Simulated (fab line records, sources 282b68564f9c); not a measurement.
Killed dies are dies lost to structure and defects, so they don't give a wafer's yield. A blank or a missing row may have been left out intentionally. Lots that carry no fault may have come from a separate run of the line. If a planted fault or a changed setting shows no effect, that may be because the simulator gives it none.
What tool caused it? || flow rit-cmos || Sampling: 14 lots, 42 wafers, 6 of 202 route steps

== WHAT EACH GAUGE READ, for each wafer ==
RIT_NWELL_OVL_MEAS_06.
{"lot": "L641", "measured": "day 1 22:07", "on": "overlay-01", "NWELL_OVL (nm)": "0.7 -0.1 1.6"}
{"lot": "L642", "measured": "day 2 02:16", "on": "overlay-02", "NWELL_OVL (nm)": "-2.6 -1.8 -3.1"}
{"lot": "L644", "measured": "day 2 13:34", "on": "overlay-01", "NWELL_OVL (nm)": "0.1 0.1 0.8"}
{"lot": "L646", "measured": "day 2 22:30", "on": "overlay-01", "NWELL_OVL (nm)": "-0.7 1.6 0.6"}
{"lot": "L647", "measured": "day 3 03:49", "on": "overlay-01", "NWELL_OVL (nm)": "0.6 -0.7 -1.2"}
{"lot": "L648", "measured": "day 3 08:26", "on": "overlay-01", "NWELL_OVL (nm)": "0.2 0.4 0.3"}
{"lot": "L649", "measured": "day 3 14:32", "on": "overlay-02", "NWELL_OVL (nm)": "0.9 -0.4 2.1"}
{"lot": "L650", "measured": "day 3 22:50", "on": "overlay-01", "NWELL_OVL (nm)": "-0.7 0.5 -1.3"}
{"lot": "L652", "measured": "day 4 04:26", "on": "overlay-02", "NWELL_OVL (nm)": "1.7 1.2 1.6"}
{"lot": "L659", "measured": "day 5 18:24", "on": "overlay-01", "NWELL_OVL (nm)": "0.0 0.2 -3.1"}
{"lot": "L660", "measured": "day 5 20:59", "on": "overlay-02", "NWELL_OVL (nm)": "2.0 1.4 3.9"}
{"lot": "L661", "measured": "day 6 02:07", "on": "overlay-01", "NWELL_OVL (nm)": "-2.0 0.0 0.6"}
{"lot": "L662", "measured": "day 6 07:13", "on": "overlay-02", "NWELL_OVL (nm)": "1.3 0.3 -0.1"}
{"lot": "L664", "measured": "day 6 17:44", "on": "overlay-02", "NWELL_OVL (nm)": "-2.3 -0.4 -1.5"}

RIT_SPACER_THK_MEAS_04.
{"lot": "L641", "measured": "day 3 02:05", "on": "film-metro-01", "SPACER_NITRIDE_THK (nm)": "247.6 249.1 247.4"}
{"lot": "L642", "measured": "day 3 04:42", "on": "film-metro-01", "SPACER_NITRIDE_THK (nm)": "249.4 249.7 251.6"}
{"lot": "L644", "measured": "day 3 17:03", "on": "film-metro-03", "SPACER_NITRIDE_THK (nm)": "246.8 248.1 247.4"}
{"lot": "L646", "measured": "day 4 00:50", "on": "film-metro-02", "SPACER_NITRIDE_THK (nm)": "253.0 251.6 252.1"}
{"lot": "L647", "measured": "day 4 07:44", "on": "film-metro-03", "SPACER_NITRIDE_THK (nm)": "499.8 497.0 497.1"}
{"lot": "L648", "measured": "day 4 09:13", "on": "film-metro-03", "SPACER_NITRIDE_THK (nm)": "252.6 253.5 255.5"}
{"lot": "L649", "measured": "day 4 18:28", "on": "film-metro-03", "SPACER_NITRIDE_THK (nm)": "246.8 245.9 247.7"}
{"lot": "L650", "measured": "day 5 01:35", "on": "film-metro-02", "SPACER_NITRIDE_THK (nm)": "250.1 252.8 251.1"}
{"lot": "L652", "measured": "day 5 09:02", "on": "film-metro-03", "SPACER_NITRIDE_THK (nm)": "503.7 507.0 500.9"}
{"lot": "L659", "measured": "day 6 21:26", "on": "film-metro-03", "SPACER_NITRIDE_THK (nm)": "249.6 250.0 250.9"}
{"lot": "L660", "measured": "day 6 23:22", "on": "film-metro-01", "SPACER_NITRIDE_THK (nm)": "252.3 252.7 251.1"}
{"lot": "L661", "measured": "day 7 07:03", "on": "film-metro-02", "SPACER_NITRIDE_THK (nm)": "247.7 248.6 247.7"}
{"lot": "L662", "measured": "day 7 08:39", "on": "film-metro-03", "SPACER_NITRIDE_THK (nm)": "246.2 246.9 246.2"}
{"lot": "L664", "measured": "day 7 22:56", "on": "film-metro-03", "SPACER_NITRIDE_THK (nm)": "251.7 247.8 247.6"}

RIT_CONTACT_OVL_MEAS_09.
{"lot": "L641", "measured": "day 3 08:11", "on": "overlay-02", "CONTACT_OVL (nm)": "-0.4 -1.1 -1.1"}
{"lot": "L642", "measured": "day 3 10:51", "on": "overlay-02", "CONTACT_OVL (nm)": "0.8 -0.3 0.9"}
{"lot": "L644", "measured": "day 3 22:56", "on": "overlay-02", "CONTACT_OVL (nm)": "-2.2 1.4 0.0"}
{"lot": "L646", "measured": "day 4 06:52", "on": "overlay-02", "CONTACT_OVL (nm)": "-0.9 -2.6 -1.4"}
{"lot": "L648", "measured": "day 4 15:19", "on": "overlay-02", "CONTACT_OVL (nm)": "0.4 1.8 -0.9"}
{"lot": "L649", "measured": "day 5 00:17", "on": "overlay-02", "CONTACT_OVL (nm)": "-0.9 -0.4 -0.6"}
{"lot": "L650", "measured": "day 5 08:01", "on": "overlay-02", "CONTACT_OVL (nm)": "-1.7 -1.9 -1.9"}
{"lot": "L659", "measured": "day 7 03:25", "on": "overlay-02", "CONTACT_OVL (nm)": "-0.2 0.1 1.3"}
{"lot": "L660", "measured": "day 7 05:25", "on": "overlay-02", "CONTACT_OVL (nm)": "1.4 0.2 1.0"}
{"lot": "L661", "measured": "day 7 12:59", "on": "overlay-02", "CONTACT_OVL (nm)": "0.7 -1.1 0.4"}
{"lot": "L662", "measured": "day 7 14:37", "on": "overlay-01", "CONTACT_OVL (nm)": "-1.1 -1.0 0.7"}
{"lot": "L664", "measured": "day 8 05:16", "on": "overlay-01", "CONTACT_OVL (nm)": "1.1 -0.9 -0.7"}

== TOOL THAT RAN EACH LOT (tool first, then ch and the chambers of the sampled wafers, then the start) ==
{"lot": "L641", "RIT_SPACER_CVD_03": "lpcvd-01 ch 1, day 3 00:10", "RIT_SPACER_ETCHBACK_05": "rie-diel-03 ch 1,2,3, day 3 02:09", "RIT_NSD_STRIP_09": "plasma-asher-01 ch 0,1, day 3 03:37"}
{"lot": "L642", "RIT_SPACER_CVD_03": "lpcvd-01 ch 0, day 3 02:47", "RIT_SPACER_ETCHBACK_05": "rie-diel-04 ch 0,2, day 3 04:46", "RIT_NSD_STRIP_09": "plasma-asher-04 ch 0,1, day 3 06:13"}
{"lot": "L644", "RIT_SPACER_CVD_03": "lpcvd-01 ch 0, day 3 14:11", "RIT_SPACER_ETCHBACK_05": "rie-diel-03 ch 1,3, day 3 17:07", "RIT_NSD_STRIP_09": "plasma-asher-02 ch 0,1, day 3 18:34"}
{"lot": "L646", "RIT_SPACER_CVD_03": "lpcvd-01 ch 1, day 3 22:55", "RIT_SPACER_ETCHBACK_05": "rie-diel-01 ch 0,1,3, day 4 00:53", "RIT_NSD_STRIP_09": "plasma-asher-04 ch 0,1, day 4 02:28"}
{"lot": "L647", "RIT_SPACER_CVD_03": "lpcvd-01 ch 0, day 4 03:11 and lpcvd-02 ch 0, day 4 05:49", "RIT_SPACER_ETCHBACK_05": "rie-diel-03 ch 0,2,3, day 4 07:48", "RIT_NSD_STRIP_09": "-"}
{"lot": "L648", "RIT_SPACER_CVD_03": "lpcvd-02 ch 1, day 4 07:18", "RIT_SPACER_ETCHBACK_05": "rie-diel-04 ch 0,1,2, day 4 09:17", "RIT_NSD_STRIP_09": "plasma-asher-04 ch 1, day 4 10:44"}
{"lot": "L649", "RIT_SPACER_CVD_03": "lpcvd-02 ch 1, day 4 16:32", "RIT_SPACER_ETCHBACK_05": "rie-diel-03 ch 0,2, day 4 18:31", "RIT_NSD_STRIP_09": "plasma-asher-02 ch 0,1, day 4 19:54"}
{"lot": "L650", "RIT_SPACER_CVD_03": "lpcvd-01 ch 1, day 4 22:43", "RIT_SPACER_ETCHBACK_05": "rie-diel-04 ch 1,2,3, day 5 01:39", "RIT_NSD_STRIP_09": "plasma-asher-01 ch 0,1, day 5 03:17"}
{"lot": "L652", "RIT_SPACER_CVD_03": "lpcvd-02 ch 1, day 5 05:01", "RIT_SPACER_ETCHBACK_05": "rie-diel-04 ch 2,3, day 5 09:05", "RIT_NSD_STRIP_09": "-"}
{"lot": "L659", "RIT_SPACER_CVD_03": "lpcvd-01 ch 0, day 6 19:31", "RIT_SPACER_ETCHBACK_05": "rie-diel-03 ch 1,2,3, day 6 21:29", "RIT_NSD_STRIP_09": "plasma-asher-04 ch 0,1, day 6 22:58"}
{"lot": "L660", "RIT_SPACER_CVD_03": "lpcvd-01 ch 1, day 6 21:26", "RIT_SPACER_ETCHBACK_05": "rie-diel-01 ch 0,1, day 6 23:24", "RIT_NSD_STRIP_09": "plasma-asher-04 ch 0,1, day 7 00:55"}
{"lot": "L661", "RIT_SPACER_CVD_03": "lpcvd-02 ch 1, day 7 05:08", "RIT_SPACER_ETCHBACK_05": "rie-diel-03 ch 1,2, day 7 07:07", "RIT_NSD_STRIP_09": "plasma-asher-01 ch 0,1, day 7 08:34"}
{"lot": "L662", "RIT_SPACER_CVD_03": "lpcvd-01 ch 1, day 7 06:44", "RIT_SPACER_ETCHBACK_05": "rie-diel-01 ch 0,2,3, day 7 08:43", "RIT_NSD_STRIP_09": "plasma-asher-04 ch 0,1, day 7 10:10"}
{"lot": "L664", "RIT_SPACER_CVD_03": "lpcvd-01 ch 0, day 7 21:00", "RIT_SPACER_ETCHBACK_05": "rie-diel-01 ch 2,3, day 7 22:59", "RIT_NSD_STRIP_09": "plasma-asher-02 ch 0,1, day 8 00:23"}
- RIT_SPACER_CVD_03: deposits Si3N4 from SiH2Cl2/NH3, target thk 250 nm, time 3300 s.
- RIT_SPACER_ETCHBACK_05: etches Si3N4 in SF6/CHF3, stops on SiO2, target depth 250 nm, time 240 s.
- RIT_NSD_STRIP_09: strips in O2, time 180 s.

== WHAT THE TOOLS THEMSELVES READ (means of the sampled wafers that have a number; where no wafer has one, the mark that the record gives instead) ==
RIT_SPACER_CVD_03.
{"lot": "L641", "tool": "lpcvd-01", "spike-tc-centre-C (C)": 811.4, "spike-tc-source-C (C)": 834.0}
{"lot": "L642", "tool": "lpcvd-01", "spike-tc-centre-C (C)": 812.9, "spike-tc-source-C (C)": 837.9}
{"lot": "L644", "tool": "lpcvd-01", "spike-tc-centre-C (C)": 811.7, "spike-tc-source-C (C)": 836.9}
{"lot": "L646", "tool": "lpcvd-01", "spike-tc-centre-C (C)": 810.4, "spike-tc-source-C (C)": 834.7}
{"lot": "L647", "tool": "lpcvd-01/lpcvd-02", "spike-tc-centre-C (C)": 813.9, "spike-tc-source-C (C)": 834.6}
{"lot": "L648", "tool": "lpcvd-02", "spike-tc-centre-C (C)": 812.9, "spike-tc-source-C (C)": 832.0}
{"lot": "L649", "tool": "lpcvd-02", "spike-tc-centre-C (C)": 812.9, "spike-tc-source-C (C)": 831.8}
{"lot": "L650", "tool": "lpcvd-01", "spike-tc-centre-C (C)": 812.7, "spike-tc-source-C (C)": 834.5}
{"lot": "L652", "tool": "lpcvd-02", "spike-tc-centre-C (C)": 814.1, "spike-tc-source-C (C)": 832.3}
{"lot": "L659", "tool": "lpcvd-01", "spike-tc-centre-C (C)": 812.8, "spike-tc-source-C (C)": 836.9}
{"lot": "L660", "tool": "lpcvd-01", "spike-tc-centre-C (C)": 813.1, "spike-tc-source-C (C)": 834.6}
{"lot": "L661", "tool": "lpcvd-02", "spike-tc-centre-C (C)": 813.5, "spike-tc-source-C (C)": 831.6}
{"lot": "L662", "tool": "lpcvd-01", "spike-tc-centre-C (C)": 811.5, "spike-tc-source-C (C)": 834.8}
{"lot": "L664", "tool": "lpcvd-01", "spike-tc-centre-C (C)": 811.8, "spike-tc-source-C (C)": 837.0}

RIT_SPACER_ETCHBACK_05.
{"lot": "L641", "tool": "rie-diel-03", "chamber-pressure-mTorr (mTorr)": 39.96, "drypump-motor-current-A (A)": 5.3, "oes-product-au (a.u.)": 0.835, "throttle-valve-pct (%)": 10.14}
{"lot": "L642", "tool": "rie-diel-04", "chamber-pressure-mTorr (mTorr)": 40.00, "drypump-motor-current-A (A)": 5.8, "oes-product-au (a.u.)": 0.866, "throttle-valve-pct (%)": 10.29}
{"lot": "L644", "tool": "rie-diel-03", "chamber-pressure-mTorr (mTorr)": 39.99, "drypump-motor-current-A (A)": 5.5, "oes-product-au (a.u.)": 0.841, "throttle-valve-pct (%)": 10.08}
{"lot": "L646", "tool": "rie-diel-01", "chamber-pressure-mTorr (mTorr)": 39.96, "drypump-motor-current-A (A)": 6.3, "oes-product-au (a.u.)": 0.854, "throttle-valve-pct (%)": 10.31}
{"lot": "L647", "tool": "rie-diel-03", "chamber-pressure-mTorr (mTorr)": 39.97, "drypump-motor-current-A (A)": 5.3, "oes-product-au (a.u.)": 1.006, "throttle-valve-pct (%)": 10.29}
{"lot": "L648", "tool": "rie-diel-04", "chamber-pressure-mTorr (mTorr)": 40.07, "drypump-motor-current-A (A)": 6.1, "oes-product-au (a.u.)": 0.865, "throttle-valve-pct (%)": 10.27}
{"lot": "L649", "tool": "rie-diel-03", "chamber-pressure-mTorr (mTorr)": 40.02, "drypump-motor-current-A (A)": 4.9, "oes-product-au (a.u.)": 0.843, "throttle-valve-pct (%)": 10.41}
{"lot": "L650", "tool": "rie-diel-04", "chamber-pressure-mTorr (mTorr)": 40.00, "drypump-motor-current-A (A)": 5.8, "oes-product-au (a.u.)": 0.851, "throttle-valve-pct (%)": 10.13}
{"lot": "L652", "tool": "rie-diel-04", "chamber-pressure-mTorr (mTorr)": 40.00, "drypump-motor-current-A (A)": 5.5, "oes-product-au (a.u.)": 1.024, "throttle-valve-pct (%)": 10.20}
{"lot": "L659", "tool": "rie-diel-03", "chamber-pressure-mTorr (mTorr)": 40.00, "drypump-motor-current-A (A)": 5.3, "oes-product-au (a.u.)": 0.843, "throttle-valve-pct (%)": 10.15}
{"lot": "L660", "tool": "rie-diel-01", "chamber-pressure-mTorr (mTorr)": 39.99, "drypump-motor-current-A (A)": 6.1, "oes-product-au (a.u.)": 0.851, "throttle-valve-pct (%)": 10.38}
{"lot": "L661", "tool": "rie-diel-03", "chamber-pressure-mTorr (mTorr)": 39.96, "drypump-motor-current-A (A)": 5.0, "oes-product-au (a.u.)": 0.839, "throttle-valve-pct (%)": 10.21}
{"lot": "L662", "tool": "rie-diel-01", "chamber-pressure-mTorr (mTorr)": 40.02, "drypump-motor-current-A (A)": 6.4, "oes-product-au (a.u.)": 0.843, "throttle-valve-pct (%)": 10.20}
{"lot": "L664", "tool": "rie-diel-01", "chamber-pressure-mTorr (mTorr)": 40.00, "drypump-motor-current-A (A)": 6.6, "oes-product-au (a.u.)": 0.851, "throttle-valve-pct (%)": 10.15}

RIT_NSD_STRIP_09.
{"lot": "L641", "tool": "plasma-asher-01", "chamber-pressure-mTorr (mTorr)": 3998, "drypump-motor-current-A (A)": 5.4}
{"lot": "L642", "tool": "plasma-asher-04", "chamber-pressure-mTorr (mTorr)": 3999, "drypump-motor-current-A (A)": 5.6}
{"lot": "L644", "tool": "plasma-asher-02", "chamber-pressure-mTorr (mTorr)": 4000, "drypump-motor-current-A (A)": 5.9}
{"lot": "L646", "tool": "plasma-asher-04", "chamber-pressure-mTorr (mTorr)": 4000, "drypump-motor-current-A (A)": 5.6}
{"lot": "L648", "tool": "plasma-asher-04", "chamber-pressure-mTorr (mTorr)": 4000, "drypump-motor-current-A (A)": 6.1}
{"lot": "L649", "tool": "plasma-asher-02", "chamber-pressure-mTorr (mTorr)": 4004, "drypump-motor-current-A (A)": 5.5}
{"lot": "L650", "tool": "plasma-asher-01", "chamber-pressure-mTorr (mTorr)": 3999, "drypump-motor-current-A (A)": 5.8}
{"lot": "L659", "tool": "plasma-asher-04", "chamber-pressure-mTorr (mTorr)": 3996, "drypump-motor-current-A (A)": 5.8}
{"lot": "L660", "tool": "plasma-asher-04", "chamber-pressure-mTorr (mTorr)": 4001, "drypump-motor-current-A (A)": 5.5}
{"lot": "L661", "tool": "plasma-asher-01", "chamber-pressure-mTorr (mTorr)": 4004, "drypump-motor-current-A (A)": 5.8}
{"lot": "L662", "tool": "plasma-asher-04", "chamber-pressure-mTorr (mTorr)": 3998, "drypump-motor-current-A (A)": 5.5}
{"lot": "L664", "tool": "plasma-asher-02", "chamber-pressure-mTorr (mTorr)": 4001, "drypump-motor-current-A (A)": 5.9}

== THE ANSWER, worked out from the rows above alone ==
Rule: usual is defined by the lots themselves. The widest of any qualifying gaps counts: lots, ordered by their means at a reading, are off when they make up no more than a third of the lots, leave a main group of 4 or more, and stand apart from it by 3 or more times the standard deviation of that group's means. If all means in a main group match to the digits the tables above print for the reading, that group is not used. A lot without any number at a reading at which 4 lots or more have one is off too. All remaining lots with rows at the step are treated as sound. After the gauges, taken in route order, come the tools' own readings; for these a lot's mean is taken, as printed above. The first step at which some lot is off is used, and at that step the reading that is off furthest; a lot without a number counts as furthest.
Off: at RIT_SPACER_THK_MEAS_04 (SPACER_NITRIDE_THK), L647, L652. Main group: mean 249.6 nm, sd 2.3.
If a tool, at a process step before that reading, ran all the lots that are off and no sound lot after the first of them, it fits. The gauges at RIT_SPACER_THK_MEAS_04 aren't tried: what is off there is off at RIT_SPACER_ETCHBACK_05 too, on other tools, and a gauge's error can't cause that. Not one of the candidates tried fits.

== WHAT THE SIMULATOR PUT IN ==
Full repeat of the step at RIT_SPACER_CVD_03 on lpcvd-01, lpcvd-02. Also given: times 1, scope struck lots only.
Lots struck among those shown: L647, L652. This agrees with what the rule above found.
